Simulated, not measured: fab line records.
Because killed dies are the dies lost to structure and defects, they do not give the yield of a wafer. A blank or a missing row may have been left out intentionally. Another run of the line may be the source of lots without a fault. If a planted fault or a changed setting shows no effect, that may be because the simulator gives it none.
fab line records	flow ritCmos
record: lots: 14	wafers: 42	lastDay: 7
route steps=202 shown M1@184
lots that met no fault: from a run of the same line without faults
startH: start of the lot's first displayed wafer, in hours after the record's first day	waitH: hours since the lot's step before	" as in the row above	L1.1+2: one row covering several wafers at once	- no value, or no start given	* or withheld: withheld	< > ~ a bound
route shown NAME@n: names a module that has steps shown in the file, with the first one's number in the route	usual: the fault-free wafers' mean and standard deviation	same: alike in all rows	chamber/n: place in a boat	sites: each site's reading	_std_site: their standard deviation	_edge_site: the outer-site mean with the inner-site mean subtracted	radiusMm: how far each site lies from the wafer's centre	mask NAME#n: copy n	behind: the tool/chamber that last shaped the wafer	hold: why the lot was held/for how many hours/how that ended	device: the transistor (n, p or np) that didn't switch	end of line: the tests these same wafers got at the end of their route	for a step that has no rows: nothing shown but its recipe	killed: at the first sort, the dies lost to defects and structure; wafer yield is something else	map: per-die view of a wafer (x killed, . not killed, _ where there is no die)
set.NAME: the setting the step ran with; set.NAME@STEP: the setting that earlier step ran with	model.NAME: the simulator's own value behind a step, which no gauge read
steps of the route over a sample of lots; a table a step, a row a wafer
services: a tool's chamber out of use, with start hour (startH, from the record's first day; less than 0 if before it), hours out, and reason
== steps ==
step: RIT_M1_SPUTTER_00
recipe: material: Al	targetThkNm: 400	powerW: 2000	chamberPressurePa: 0.4	gas: Ar	timeS: 500	substrateTempC: 25
usual: throttleValvePct: 30.4/1.1
lot.wafer	tool	chamber	startH	waitH	throttleValvePct
L283.2	pvdSputter-04	-	77.93	0.0	30.7
L283.3	"	-	"	"	29.7
L283.6	"	-	"	"	28.2
L285.3	pvdSputter-03	-	96.08	0.0	30.6
L285.4	"	-	"	"	28.8
L285.6	"	-	"	"	30.1
L286.1	pvdSputter-04	-	108.65	0.0	30.0
L286.4	"	-	"	"	28.3
L286.6	"	-	"	"	29.9
L289.2	pvdSputter-03	-	121.85	0.0	32.0
L289.3	"	-	"	"	30.1
L289.6	"	-	"	"	32.1
L287.4	pvdSputter-04	-	121.96	0.0	29.9
L287.5	"	-	"	"	30.2
L287.6	"	-	"	"	31.2
L290.1	pvdSputter-02	-	122.24	0.0	30.8
L290.3	"	-	"	"	31.0
L290.4	"	-	"	"	30.2
L292.1	pvdSputter-02	-	131.85	0.0	30.8
L292.2	"	-	"	"	30.2
L292.6	"	-	"	"	31.4
L294.1	pvdSputter-03	-	141.64	0.0	30.2
L294.4	"	-	"	"	32.1
L294.6	"	-	"	"	28.9
L296.3	pvdSputter-04	-	141.64	0.0	29.5
L296.4	"	-	"	"	28.4
L296.5	"	-	"	"	28.5
L295.1	pvdSputter-02	-	143.55	0.0	30.5
L295.5	"	-	"	"	30.3
L295.6	"	-	"	"	31.4
L300.3	pvdSputter-02	-	154.76	0.0	30.1
L300.4	"	-	"	"	30.8
L300.6	"	-	"	"	30.4
L301.3	pvdSputter-03	-	159.27	0.0	28.8
L301.4	"	-	"	"	30.0
L301.5	"	-	"	"	32.1
L302.4	pvdSputter-03	-	163.33	0.0	30.0
L302.5	"	-	"	"	30.7
L302.6	"	-	"	"	32.1
L305.1	pvdSputter-02	-	173.50	0.0	31.3
L305.2	"	-	"	"	30.9
L305.3	"	-	"	"	30.8
step: RIT_M1_RS_MEAS_01
recipe: thkMeasGauge: four-point-probe	reads: Al_of_M1_SPUTTER_00
usual: M1_AL_RS: 0.0731/0.0012
lot.wafer	tool	chamber	startH	waitH	M1_AL_RS[ohm/sq]
L283.2	filmMetro-02	-	78.25	0.2	0.0749
L283.3	"	-	"	"	0.0748
L283.6	"	-	"	"	0.0748
L285.3	filmMetro-02	-	96.42	0.2	0.0723
L285.4	"	-	"	"	0.0739
L285.6	"	-	"	"	0.0730
L286.1	filmMetro-02	-	109.05	0.3	0.0732
L286.4	"	-	"	"	0.0740
L286.6	"	-	"	"	0.0746
L289.2	filmMetro-02	-	122.17	0.2	0.0729
L289.3	"	-	"	"	0.0739
L289.6	"	-	"	"	0.0733
L287.4	filmMetro-01	-	122.31	0.2	0.0737
L287.5	"	-	"	"	0.0724
L287.6	"	-	"	"	0.0737
L290.1	filmMetro-02	-	122.53	0.1	0.0730
L290.3	"	-	"	"	0.0724
L290.4	"	-	"	"	0.0731
L292.1	filmMetro-03	-	132.14	0.1	0.0717
L292.2	"	-	"	"	0.0714
L292.6	"	-	"	"	0.0710
L294.1	filmMetro-02	-	141.93	0.1	0.0741
L294.4	"	-	"	"	0.0727
L294.6	"	-	"	"	0.0749
L296.3	filmMetro-03	-	141.97	0.2	0.0741
L296.4	"	-	"	"	0.0730
L296.5	"	-	"	"	0.0734
L295.1	filmMetro-02	-	143.85	0.1	0.0726
L295.5	"	-	"	"	0.0723
L295.6	"	-	"	"	0.0725
L300.3	filmMetro-03	-	155.09	0.2	0.0717
L300.4	"	-	"	"	0.0638
L300.6	"	-	"	"	0.0713
L301.3	filmMetro-01	-	159.61	0.2	0.0761
L301.4	"	-	"	"	0.0752
L301.5	"	-	"	"	0.0741
L302.4	filmMetro-02	-	163.69	0.2	0.0740
L302.5	"	-	"	"	0.0731
L302.6	"	-	"	"	0.0733
L305.1	filmMetro-03	-	173.79	0.1	0.0730
L305.2	"	-	"	"	0.0726
L305.3	"	-	"	"	0.0641
step: RIT_M1_THK_MEAS_02
recipe: thkMeasGauge: xrf	reads: Al_of_M1_SPUTTER_00
usual: M1_AL_THK: 398/7.1
lot.wafer	tool	chamber	startH	waitH	M1_AL_THK[nm]
L283.2	filmMetro-02	-	78.36	0.1	385
L283.3	"	-	"	"	389
L283.6	"	-	"	"	385
L285.3	filmMetro-02	-	96.52	0.1	399
L285.4	"	-	"	"	391
L285.6	"	-	"	"	397
L286.1	filmMetro-02	-	109.17	0.1	393
L286.4	"	-	"	"	389
L286.6	"	-	"	"	388
L289.2	filmMetro-02	-	122.28	0.1	398
L289.3	"	-	"	"	392
L289.6	"	-	"	"	397
L287.4	filmMetro-01	-	122.40	0.1	397
L287.5	"	-	"	"	404
L287.6	"	-	"	"	397
L290.1	filmMetro-02	-	122.65	0.1	398
L290.3	"	-	"	"	398
L290.4	"	-	"	"	397
L292.1	filmMetro-03	-	132.26	0.1	407
L292.2	"	-	"	"	410
L292.6	"	-	"	"	413
L294.1	filmMetro-02	-	142.05	0.1	390
L294.4	"	-	"	"	400
L294.6	"	-	"	"	388
L296.3	filmMetro-03	-	142.07	0.1	395
L296.4	"	-	"	"	397
L296.5	"	-	"	"	396
L295.1	filmMetro-02	-	143.97	0.1	403
L295.5	"	-	"	"	399
L295.6	"	-	"	"	398
L300.3	filmMetro-03	-	155.19	0.1	407
L300.4	"	-	"	"	455
L300.6	"	-	"	"	407
L301.3	filmMetro-01	-	159.71	0.1	387
L301.4	"	-	"	"	389
L301.5	"	-	"	"	395
L302.4	filmMetro-02	-	163.78	0.1	391
L302.5	"	-	"	"	393
L302.6	"	-	"	"	394
L305.1	filmMetro-03	-	173.91	0.1	399
L305.2	"	-	"	"	398
L305.3	"	-	"	"	454
step: RIT_M1_METAL_ETCH_12
recipe: stopOn: SiO2	chemistry: Cl2/BCl3	target: Al	timeS: 165	overEtchFrac: 0.5	pressureMtorr: 100	targetDepthA: 6000	rfW: 250	Cl2_flow_sccm: 60	bcl3FlowSccm: 50
usual: drypumpMotorCurrentA: 5.6/0.45	oesProductAu: 0.781/0.014	throttleValvePct: 8.28/0.13
lot.wafer	tool	chamber	startH	waitH	drypumpMotorCurrentA	oesProductAu	rfHoursCounterH	throttleValvePct
L283.2	rieMetal-03	1	79.69	0.2	6.0	0.777	4	8.46
L283.3	"	1	"	"	6.0	0.782	-	8.45
L283.6	"	0	"	"	6.1	0.761	-	8.13
L285.3	rieMetal-04	1	98.09	0.2	5.0	0.798	-	8.15
L285.4	"	0	"	"	5.6	0.780	-	8.30
L285.6	"	0	"	"	5.6	0.783	-	8.28
L286.1	rieMetal-04	0	110.78	0.2	5.6	0.782	34	8.28
L286.4	"	0	"	"	5.7	0.778	-	8.28
L286.6	"	0	"	"	5.7	0.778	-	8.30
L289.2	rieMetal-02	0	124.51	0.2	5.0	0.760	1	8.17
L289.3	"	0	"	"	5.0	0.756	-	8.15
L289.6	"	0	"	"	5.0	0.758	-	8.16
L290.1	rieMetal-04	1	124.76	0.2	5.0	0.799	33	8.15
L290.3	"	0	"	"	5.7	0.790	-	8.31
L290.4	"	1	"	"	5.0	0.790	-	8.16
L287.4	rieMetal-03	0	124.81	0.1	6.2	0.770	-	8.14
L287.5	"	1	"	"	6.0	0.793	-	8.46
L287.6	"	0	"	"	6.1	0.768	-	8.13
L292.1	rieMetal-03	0	133.68	0.2	6.1	0.774	4	8.13
L292.2	"	1	"	"	6.0	0.792	5	8.46
L292.6	"	0	"	"	6.2	0.783	-	8.13
L294.1	rieMetal-02	0	143.40	0.2	5.0	0.755	1	8.17
L294.4	"	1	"	"	5.6	0.798	-	8.44
L294.6	"	1	"	"	5.6	0.789	-	8.43
L296.3	rieMetal-03	1	143.87	0.2	6.0	0.779	-	8.44
L296.4	"	0	"	"	6.1	0.786	-	8.14
L296.5	"	0	"	"	6.1	0.772	-	8.15
L295.1	rieMetal-02	1	145.31	0.2	5.6	0.797	1	8.43
L295.5	"	1	"	"	5.6	0.794	-	8.43
L295.6	"	0	"	"	5.0	0.765	-	8.16
L300.3	rieMetal-04	0	156.70	0.2	5.6	0.781	-	8.28
L300.4	"	1	"	"	5.0	0.829	-	8.12
L300.6	"	1	"	"	5.0	0.785	-	8.14
L301.3	rieMetal-02	0	161.21	0.2	5.0	0.750	-	8.18
L301.4	"	1	"	"	5.6	0.775	-	8.44
L301.5	"	1	"	"	5.6	0.782	-	8.44
L302.4	rieMetal-03	1	165.15	0.1	6.0	0.779	-	8.44
L302.5	"	1	"	"	6.0	0.794	-	8.46
L302.6	"	0	"	"	6.1	0.775	-	8.15
L305.1	rieMetal-03	0	175.26	0.2	6.2	0.776	5	8.14
L305.2	"	1	"	"	6.0	0.782	6	8.44
L305.3	"	1	"	"	6.0	0.855	-	8.42
step: RIT_M1_PROBE_99
usual: defectLimitedYield: 97.4/1.2	killedAtContacts: 0.1/0.25	killedAtFrontEnd: 7/3.1	killedDies: 7/3.2	killedOpen: 3.3/2	killedShort: 3.5/2	sort_bin_3_pad_short: 0.1/0.18	sort_bin_5_function: 1.6/0.88	sort_bin_6_memory: 0.9/0.58	sortNPass: 257/3.2	sortYieldPct: 97.4/1.2
same: grossDies: 264	killed_at_M0_to_M3: 0	killed_at_M4_up: 0	killedAtBackSide: 0	killedAtOther: 0
lot.wafer	tool	chamber	startH	waitH	defectLimitedYield[%]	killedAtContacts	killedAtFrontEnd	killedDies	killedOpen	killedShort	sort_bin_3_pad_short[%]	sort_bin_5_function[%]	sort_bin_6_memory[%]	sortNPass	sortYieldPct[%]
L283.2	prober-02	-	82.00	0.1	95.5	0	12	12	6	6	0	3.0	1.5	252	95.5
L283.3	prober-02	-	82.05	0.2	99.2	0	2	2	1	1	0	0.8	0	262	99.2
L283.6	prober-02	-	82.20	0.2	97.3	0	7	7	3	4	0	2.7	0	257	97.3
L285.3	prober-01	-	100.42	0.2	96.6	0	9	9	6	3	0	2.3	1.1	255	96.6
L285.4	prober-01	-	100.47	0.2	97.0	0	8	8	6	2	0	1.1	1.9	256	97.0
L285.6	prober-01	-	100.57	0.2	98.1	0	5	5	1	4	0	1.1	0.8	259	98.1
L286.1	prober-02	-	114.33	0.1	98.1	0	5	5	2	3	0	0.8	1.1	259	98.1
L286.4	prober-02	-	114.48	0.2	98.1	0	5	5	2	3	0	1.5	0.4	259	98.1
L286.6	prober-02	-	114.58	0.2	97.7	1	5	6	3	3	0.4	1.5	0.4	258	97.7
L289.2	prober-01	-	126.81	0.1	96.6	0	9	9	5	4	0	1.5	1.9	255	96.6
L289.3	prober-01	-	126.86	0.2	95.8	0	11	11	4	7	0.4	2.3	1.5	253	95.8
L289.6	prober-01	-	127.01	0.2	97.0	0	8	8	5	3	0	2.3	0.8	256	97.0
L290.1	prober-01	-	128.26	0.1	97.0	0	8	8	4	4	0	2.7	0.4	256	97.0
L290.3	prober-01	-	128.36	0.2	98.9	0	3	3	2	1	0	0.8	0.4	261	98.9
L290.4	prober-01	-	128.41	0.2	96.6	0	9	9	4	5	0	2.3	1.1	255	96.6
L287.4	prober-02	-	128.41	0.2	97.3	0	7	7	0	7	0	1.5	1.1	257	97.3
L287.5	prober-02	-	128.46	0.2	97.7	0	6	6	2	4	0	1.1	1.1	258	97.7
L287.6	prober-02	-	128.51	0.2	98.9	0	3	3	2	1	0	0.8	0.4	261	98.9
L292.1	prober-01	-	135.94	0.1	97.7	1	5	6	1	5	0	1.9	0.4	258	97.7
L292.2	prober-01	-	135.99	0.1	97.7	0	6	6	2	4	0	1.9	0.4	258	97.7
L292.6	prober-01	-	136.19	0.2	98.1	0	5	5	1	4	0	1.5	0.4	259	98.1
L294.1	prober-01	-	145.67	0.1	97.7	0	6	6	3	3	0	2.3	0	258	97.7
L294.4	prober-01	-	145.82	0.2	98.9	0	3	3	2	1	0	0.8	0.4	261	98.9
L294.6	prober-01	-	145.92	0.2	98.5	0	4	4	2	2	0	1.1	0.4	260	98.5
L296.3	prober-02	-	147.27	0.2	98.5	0	4	4	1	3	0	0.4	1.1	260	98.5
L296.4	prober-02	-	147.32	0.2	98.9	0	3	3	1	2	0	0.8	0.4	261	98.9
L296.5	prober-02	-	147.37	0.2	98.1	1	4	5	2	3	0	0.8	1.1	259	98.1
L295.1	prober-01	-	148.67	0.1	96.2	0	10	10	4	6	0	2.7	1.1	254	96.2
L295.5	prober-01	-	148.87	0.2	97.3	0	7	7	5	2	0	1.9	0.8	257	97.3
L295.6	prober-01	-	148.92	0.2	97.3	0	7	7	2	5	0	1.5	1.1	257	97.3
L300.3	prober-01	-	158.99	0.2	98.1	0	5	5	1	4	0	0.8	1.1	259	98.1
L300.4	prober-01	-	159.04	0.2	96.6	0	9	9	5	4	0.4	2.7	0.4	255	96.6
L300.6	prober-01	-	159.14	0.2	95.8	1	10	11	6	5	0	2.3	1.9	253	95.8
L301.3	prober-02	-	163.51	0.2	98.1	0	5	5	3	2	0	1.1	0.8	259	98.1
L301.4	prober-02	-	163.56	0.2	97.7	0	6	6	3	3	0.4	0.8	1.1	258	97.7
L301.5	prober-02	-	163.61	0.2	96.2	0	10	10	3	7	0.4	1.1	2.3	254	96.2
L302.4	prober-01	-	167.49	0.2	98.1	0	5	5	3	2	0	1.5	0.4	259	98.1
L302.5	prober-01	-	167.54	0.2	98.5	0	4	4	2	2	0	1.1	0.4	260	98.5
L302.6	prober-01	-	167.59	0.2	98.1	0	5	5	3	2	0	1.1	0.8	259	98.1
L305.1	prober-02	-	177.51	0.1	97.3	0	7	7	2	5	0.8	0.8	1.1	257	97.3
L305.2	prober-02	-	177.56	0.1	96.6	0	9	9	2	7	0.4	1.5	1.5	255	96.6
L305.3	prober-02	-	177.61	0.2	96.6	0	9	9	5	4	0	1.9	1.5	255	96.6
killed by level:class
L283.2 FOX1:geometricParticle:open=3 GATE:geometricParticle:short=3 SILICIDE:geometricParticle:short=2 FOX2:geometricParticle:open=1 FOX2:geometricParticle:short=1 GATE:geometricParticle:open=1 SILICIDE:geometricParticle:open=1
L283.3 GATE:geometricParticle:open=1 REOX:geometricParticle:short=1
L283.6 REOX:geometricParticle:short=2 REOX:geometricParticle:open=2 FOX2:geometricParticle:short=1 GATE:geometricParticle:short=1 SILICIDE:geometricParticle:open=1
L285.3 FOX1:geometricParticle:open=2 REOX:geometricParticle:open=2 SPACER:geometricParticle:short=2 GATE:geometricParticle:open=1 GATE:geometricParticle:short=1 SPACER:geometricParticle:open=1
L285.4 SILICIDE:geometricParticle:open=2 FOX1:geometricParticle:open=1 FOX2:geometricParticle:open=1 GATE:geometricParticle:open=1 GATE:geometricParticle:short=1 REOX:geometricParticle:open=1 REOX:geometricParticle:short=1
L285.6 GATE:geometricParticle:short=3 SILICIDE:geometricParticle:open=1 SILICIDE:geometricParticle:short=1
L286.1 REOX:geometricParticle:short=3 GATE:geometricParticle:open=1 SILICIDE:geometricParticle:open=1
L286.4 FOX2:geometricParticle:short=1 FOX2:geometricParticle:open=1 GATE:geometricParticle:open=1 REOX:geometricParticle:short=1 SILICIDE:geometricParticle:short=1
L286.6 GATE:geometricParticle:short=2 FOX1:geometricParticle:short=1 GATE:geometricParticle:open=1 SILICIDE:geometricParticle:open=1 CONTACT:geometricParticle:open=1
L289.2 SILICIDE:geometricParticle:open=2 SILICIDE:geometricParticle:short=2 ACTIVE:geometricParticle:open=1 FOX1:geometricParticle:open=1 GATE:geometricParticle:open=1 GATE:geometricParticle:short=1 REOX:geometricParticle:short=1
L289.3 FOX1:geometricParticle:short=4 FOX1:geometricParticle:open=2 SPACER:geometricParticle:short=2 FOX2:geometricParticle:open=1 REOX:geometricParticle:short=1 SPACER:geometricParticle:open=1
L289.6 SILICIDE:geometricParticle:open=3 FOX1:geometricParticle:open=1 FOX1:geometricParticle:short=1 REOX:geometricParticle:open=1 REOX:geometricParticle:short=1 SILICIDE:geometricParticle:short=1
L290.1 FOX1:geometricParticle:short=2 GATE:geometricParticle:open=2 FOX1:geometricParticle:open=1 REOX:geometricParticle:short=1 REOX:geometricParticle:open=1 SILICIDE:geometricParticle:short=1
L290.3 SPACER:geometricParticle:short=1 SPACER:geometricParticle:open=1 SILICIDE:geometricParticle:open=1
L287.4 GATE:geometricParticle:short=2 SILICIDE:geometricParticle:short=2 FOX1:geometricParticle:short=1 FOX2:geometricParticle:short=1 SPACER:geometricParticle:short=1
L290.4 GATE:geometricParticle:short=3 SPACER:geometricParticle:open=2 FOX2:geometricParticle:open=1 GATE:geometricParticle:open=1 REOX:geometricParticle:short=1 SPACER:geometricParticle:short=1
L287.5 GATE:geometricParticle:open=2 SILICIDE:geometricParticle:short=2 FOX1:geometricParticle:short=1 GATE:geometricParticle:short=1
L287.6 GATE:geometricParticle:open=1 REOX:geometricParticle:short=1 REOX:geometricParticle:open=1
L292.1 GATE:geometricParticle:short=3 SPACER:geometricParticle:short=2 CONTACT:geometricParticle:open=1
L292.2 GATE:geometricParticle:short=2 GATE:geometricParticle:open=2 FOX2:geometricParticle:short=1 SPACER:geometricParticle:short=1
L292.6 GATE:geometricParticle:short=3 REOX:geometricParticle:short=1 SILICIDE:geometricParticle:open=1
L294.1 SPACER:geometricParticle:short=2 SILICIDE:geometricParticle:open=2 FOX1:geometricParticle:open=1 REOX:geometricParticle:short=1
L294.4 GATE:geometricParticle:open=2 GATE:geometricParticle:short=1
L294.6 GATE:geometricParticle:short=2 FOX1:geometricParticle:open=1 GATE:geometricParticle:open=1
L296.3 SILICIDE:geometricParticle:short=2 GATE:geometricParticle:short=1 SPACER:geometricParticle:open=1
L296.4 FOX1:geometricParticle:open=1 FOX2:geometricParticle:short=1 REOX:geometricParticle:short=1
L296.5 FOX1:geometricParticle:short=1 FOX2:geometricParticle:open=1 GATE:geometricParticle:short=1 SPACER:geometricParticle:short=1 CONTACT:geometricParticle:open=1
L295.1 GATE:geometricParticle:short=3 GATE:geometricParticle:open=3 FOX2:geometricParticle:short=2 FOX1:geometricParticle:open=1 SILICIDE:geometricParticle:short=1
L295.5 GATE:geometricParticle:open=4 ACTIVE:geometricParticle:short=1 FOX1:geometricParticle:open=1 GATE:geometricParticle:short=1
L295.6 FOX1:geometricParticle:short=2 SPACER:geometricParticle:short=2 GATE:geometricParticle:short=1 GATE:geometricParticle:open=1 SPACER:geometricParticle:open=1
L300.3 GATE:geometricParticle:short=2 REOX:geometricParticle:short=2 REOX:geometricParticle:open=1
L300.4 REOX:geometricParticle:open=2 SILICIDE:geometricParticle:open=2 FOX2:geometricParticle:short=1 GATE:geometricParticle:open=1 REOX:geometricParticle:short=1 SPACER:geometricParticle:short=1 SILICIDE:geometricParticle:short=1
L300.6 FOX1:geometricParticle:open=2 GATE:geometricParticle:open=2 FOX1:geometricParticle:short=1 GATE:geometricParticle:short=1 REOX:geometricParticle:short=1 REOX:geometricParticle:open=1 SPACER:geometricParticle:open=1 SPACER:geometricParticle:short=1
L301.3 GATE:geometricParticle:open=2 FOX2:geometricParticle:short=1 REOX:geometricParticle:short=1 SPACER:geometricParticle:open=1
L301.4 SILICIDE:geometricParticle:short=3 REOX:geometricParticle:open=2 GATE:geometricParticle:open=1
L301.5 GATE:geometricParticle:short=3 FOX2:geometricParticle:open=2 REOX:geometricParticle:short=2 SPACER:geometricParticle:short=2 SPACER:geometricParticle:open=1
L302.4 FOX1:geometricParticle:short=1 FOX1:geometricParticle:open=1 FOX2:geometricParticle:open=1 GATE:geometricParticle:short=1 GATE:geometricParticle:open=1
L302.5 FOX1:geometricParticle:open=1 FOX1:geometricParticle:short=1 GATE:geometricParticle:short=1 REOX:geometricParticle:open=1
L302.6 GATE:geometricParticle:open=2 FOX1:geometricParticle:short=1 GATE:geometricParticle:short=1 SPACER:geometricParticle:open=1
L305.1 GATE:geometricParticle:short=2 FOX1:geometricParticle:open=1 FOX2:geometricParticle:short=1 REOX:geometricParticle:short=1 SPACER:geometricParticle:short=1 SILICIDE:geometricParticle:open=1
L305.2 GATE:geometricParticle:short=4 REOX:geometricParticle:short=2 REOX:geometricParticle:open=2 FOX1:geometricParticle:short=1
L305.3 FOX1:geometricParticle:open=3 FOX1:geometricParticle:short=1 FOX2:geometricParticle:open=1 FOX2:geometricParticle:short=1 REOX:geometricParticle:short=1 SILICIDE:geometricParticle:open=1 SILICIDE:geometricParticle:short=1
== services ==
tool	chamber	startH	hours	kind
pvdSputter-02	-	102.47	2.1	repair
pvdSputter-02	-	112.11	2.4	repair
rieMetal-04	-	136.12	20.0	pm
rieMetal-04	0	136.12	20.0	ventCycle
rieMetal-04	1	136.12	20.0	ventCycle
rieMetal-04	0	156.12	-	clean
rieMetal-04	1	156.12	-	clean
== key ==
firstSign: step: RIT_M1_RS_MEAS_01	reading: M1_AL_RS	direction: down	sigmas: 7.8	usual: 0.0731	struck: 0.0639
effect: step: RIT_M1_THK_MEAS_02	reading: M1_AL_THK	direction: up	sigmas: 7.9	usual: 398	struck: 455
effect: step: RIT_M1_METAL_ETCH_12	reading: oesProductAu	direction: up	sigmas: 4.4	usual: 0.781	struck: 0.842
metAt RIT_M1_SPUTTER_00
struckLots L300,L305
struckWafers L300.4,L305.3
onsetBetween 131.85 154.76
fault: kind: processParameterDrift	tool: pvdSputter-02	chamber: -	onsetH: 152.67	steps: RIT_M1_SPUTTER_00	channel: targetThkNm	offset: 48	shape: step	endH: 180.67	actsIn: theseRecipesOnly	stated: 400	scope: struckWafersOnly
